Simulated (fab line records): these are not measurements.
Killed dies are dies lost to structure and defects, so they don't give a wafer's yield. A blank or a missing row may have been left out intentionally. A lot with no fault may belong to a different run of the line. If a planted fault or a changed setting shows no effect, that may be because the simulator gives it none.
Split-lot study    flow berkeley-cmos170    23 wafers read across 5 lots, on a route 331 steps long

THE SPLIT
At UCB170_START_OXIDATION_02 (target thk 20 nm, ox time 1800 s), the setting temp-c was moved away from the recipe's 950 C on 20 of the 23 wafers read, by -1.1% to +2.4%. For the rest of the wafers, this setting stayed at what the recipe calls for.

The file shows no step between the split and the reading.

THE READING
At UCB170_START_THK_MEAS_03: START_OXIDE_THK, given in nm. Fault-free wafers of this fab line usually give 20.1 nm, standard deviation 0.42 nm.

wafer   tool, chamber at the split  temp-c as run, C  against the recipe  START_OXIDE_THK, nm  against lot-mates on the recipe
L074.1  -, -                        939.2             -1.1%               18.0                 no lot-mate on the recipe
L074.2  -, -                        939.2             -1.1%               17.9                 no lot-mate on the recipe
L074.3  -, -                        939.2             -1.1%               17.7                 no lot-mate on the recipe
L074.4  -, -                        939.2             -1.1%               17.8                 no lot-mate on the recipe
L074.6  -, -                        939.2             -1.1%               17.9                 no lot-mate on the recipe
L075.1  -, -                        970               +2.1%               24.3                 no lot-mate on the recipe
L075.2  -, -                        970               +2.1%               24.3                 no lot-mate on the recipe
L075.3  -, -                        970               +2.1%               24.1                 no lot-mate on the recipe
L075.5  -, -                        970               +2.1%               24.0                 no lot-mate on the recipe
L075.6  -, -                        970               +2.1%               24.1                 no lot-mate on the recipe
L076.1  -, -                        972.7             +2.4%               24.4                 no lot-mate on the recipe
L076.2  -, -                        972.7             +2.4%               24.3                 no lot-mate on the recipe
L076.3  -, -                        972.7             +2.4%               24.9                 no lot-mate on the recipe
L076.4  -, -                        972.7             +2.4%               24.7                 no lot-mate on the recipe
L076.5  -, -                        972.7             +2.4%               24.6                 no lot-mate on the recipe
L084.1  furnace-02, 0               950               recipe              20.3                 -
L084.3  furnace-02, 0               950               recipe              20.0                 -
L084.6  furnace-02, 0               950               recipe              20.4                 -
L085.1  -, -                        969               +2.0%               24.1                 no lot-mate on the recipe
L085.2  -, -                        969               +2.0%               24.3                 no lot-mate on the recipe
L085.3  -, -                        969               +2.0%               24.1                 no lot-mate on the recipe
L085.4  -, -                        969               +2.0%               24.3                 no lot-mate on the recipe
L085.6  -, -                        969               +2.0%               23.7                 no lot-mate on the recipe

FIT RESULTS
A straight line over all 23 wafers: START_OXIDE_THK changes by +1.93 nm for each +1% of temp-c; r = +1.00; the points scatter about the line by 0.21 nm.
Too few moved wafers have a lot-mate on the recipe to fit a line with each lot's own level taken away.

THE WHOLE CHAIN: every reading that the file lists as answering this split, in the file's order
step                       what it does                      reading                                                                             change (the file's fit)               r (the file's)
UCB170_START_OXIDATION_02  target thk 20 nm, ox time 1800 s  SiO2_of_START_OXIDATION_02.thk-nm (the simulator's own value, which no gauge read)  +1.93 nm for each +1% of the setting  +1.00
UCB170_START_THK_MEAS_03                                     START_OXIDE_THK                                                                     +1.92 for each +1% of the setting     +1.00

FILE'S OWN FIT
START_OXIDE_THK changes by +1.92 nm for each +1% of temp-c, r = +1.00.
